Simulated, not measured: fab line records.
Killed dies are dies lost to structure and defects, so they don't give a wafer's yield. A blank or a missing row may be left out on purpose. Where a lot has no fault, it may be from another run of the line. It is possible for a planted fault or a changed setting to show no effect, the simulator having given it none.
Which tool was responsible? || flow rit_cmos || 14 lots with 42 wafers sampled at 2 steps, on a route of 202 steps

== WHAT THE GAUGES READ, wafer by wafer ==
RIT_GATE_THK_MEAS_07. Usual: GATE_OXIDE_THK typically reads 2.98 nm, with standard deviation 0.059.
{"lot": "L993", "measured": "day 2 13:19", "on": "film_metro-04", "GATE_OXIDE_THK (nm)": "3.00 2.99 3.03", "flag": ""}
{"lot": "L994", "measured": "day 2 21:12", "on": "film_metro-04", "GATE_OXIDE_THK (nm)": "2.99 3.02 3.00", "flag": ""}
{"lot": "L996", "measured": "day 3 02:04", "on": "film_metro-04", "GATE_OXIDE_THK (nm)": "2.98 3.02 2.97", "flag": ""}
{"lot": "L999", "measured": "day 3 23:26", "on": "film_metro-03", "GATE_OXIDE_THK (nm)": "2.93 2.92 2.99", "flag": ""}
{"lot": "L100", "measured": "day 4 02:41", "on": "film_metro-04", "GATE_OXIDE_THK (nm)": "2.62 2.70 2.69", "flag": "OFF"}
{"lot": "L101", "measured": "day 4 10:25", "on": "film_metro-03", "GATE_OXIDE_THK (nm)": "2.95 3.01 2.94", "flag": ""}
{"lot": "L103", "measured": "day 4 18:13", "on": "film_metro-04", "GATE_OXIDE_THK (nm)": "3.00 3.07 3.08", "flag": ""}
{"lot": "L102", "measured": "day 4 20:53", "on": "film_metro-03", "GATE_OXIDE_THK (nm)": "2.65 2.66 2.70", "flag": "OFF"}
{"lot": "L108", "measured": "day 5 15:52", "on": "film_metro-02", "GATE_OXIDE_THK (nm)": "2.97 2.99 3.01", "flag": ""}
{"lot": "L110", "measured": "day 6 02:32", "on": "film_metro-04", "GATE_OXIDE_THK (nm)": "2.93 2.99 2.94", "flag": ""}
{"lot": "L113", "measured": "day 6 17:31", "on": "film_metro-03", "GATE_OXIDE_THK (nm)": "3.04 2.95 2.99", "flag": ""}
{"lot": "L114", "measured": "day 7 05:45", "on": "film_metro-04", "GATE_OXIDE_THK (nm)": "3.09 3.04 3.02", "flag": ""}
{"lot": "L115", "measured": "day 7 10:28", "on": "film_metro-04", "GATE_OXIDE_THK (nm)": "2.99 3.02 3.03", "flag": ""}
{"lot": "L116", "measured": "day 7 13:07", "on": "film_metro-02", "GATE_OXIDE_THK (nm)": "3.16 2.99 3.06", "flag": ""}

== WHAT TOOL EACH LOT RAN ON (gives the tool, then ch and the chambers of the sampled wafers, and finally the start) ==
{"lot": "L993", "RIT_GATE_OXIDATION_05": "furnace-04 ch 0, day 2 10:59"}
{"lot": "L994", "RIT_GATE_OXIDATION_05": "furnace-04 ch 0, day 2 19:22"}
{"lot": "L996", "RIT_GATE_OXIDATION_05": "furnace-04 ch 0, day 3 00:44"}
{"lot": "L999", "RIT_GATE_OXIDATION_05": "furnace-03 ch 0, day 3 18:57"}
{"lot": "L100", "RIT_GATE_OXIDATION_05": "furnace-04 ch 0, day 4 01:21"}
{"lot": "L101", "RIT_GATE_OXIDATION_05": "furnace-01 ch 0, day 4 08:38"}
{"lot": "L103", "RIT_GATE_OXIDATION_05": "furnace-03 ch 0, day 4 15:03"}
{"lot": "L102", "RIT_GATE_OXIDATION_05": "furnace-04 ch 0, day 4 17:55"}
{"lot": "L108", "RIT_GATE_OXIDATION_05": "furnace-01 ch 0, day 5 14:32"}
{"lot": "L110", "RIT_GATE_OXIDATION_05": "furnace-01 ch 0, day 6 01:11"}
{"lot": "L113", "RIT_GATE_OXIDATION_05": "furnace-03 ch 0, day 6 16:11"}
{"lot": "L114", "RIT_GATE_OXIDATION_05": "furnace-03 ch 0, day 7 00:34"}
{"lot": "L115", "RIT_GATE_OXIDATION_05": "furnace-03 ch 0, day 7 05:45"}
{"lot": "L116", "RIT_GATE_OXIDATION_05": "furnace-01 ch 0, day 7 10:28"}
- RIT_GATE_OXIDATION_05: target thk 3 nm, ox time 270 s.

== WHAT THE TOOLS THEMSELVES READ (means of the sampled wafers that have a number; where no wafer has one, the mark that the record gives instead) ==
The record holds no such reading with a usual standard deviation.

== THE ANSWER, worked out from the rows above alone ==
Rule: a lot is off if the mean of its wafers that have a number lies more than 3 standard deviations from the usual mean. Also off: a lot with no number at a reading for which 4 or more lots have one. The other lots that the step has rows for count as sound. The gauges are gone through in route order, then the tools' own readings, and for those a lot's mean is taken as printed above. The first step at which some lot is off is used, and at that step the reading that is off furthest; a lot without a number counts as furthest.
Off: L100, L102, at RIT_GATE_THK_MEAS_07 (GATE_OXIDE_THK).
If a tool, at a process step before that reading, ran all the lots that are off and no sound lot after the first of them, it fits. Gauges at RIT_GATE_THK_MEAS_07: tried the same way as those tools. One fits: RIT_GATE_OXIDATION_05 on furnace-04. A fault onset in the window from L996 (day 3 00:44, its last sound lot) to L100 (day 4 01:21, its first lot off) fits.

== WHAT THE SIMULATOR HAD INSERTED ==
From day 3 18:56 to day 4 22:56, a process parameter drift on furnace-04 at RIT_GATE_OXIDATION_05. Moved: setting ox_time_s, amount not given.
Lots struck among those shown: L100, L102. The rule given above showed the same thing.
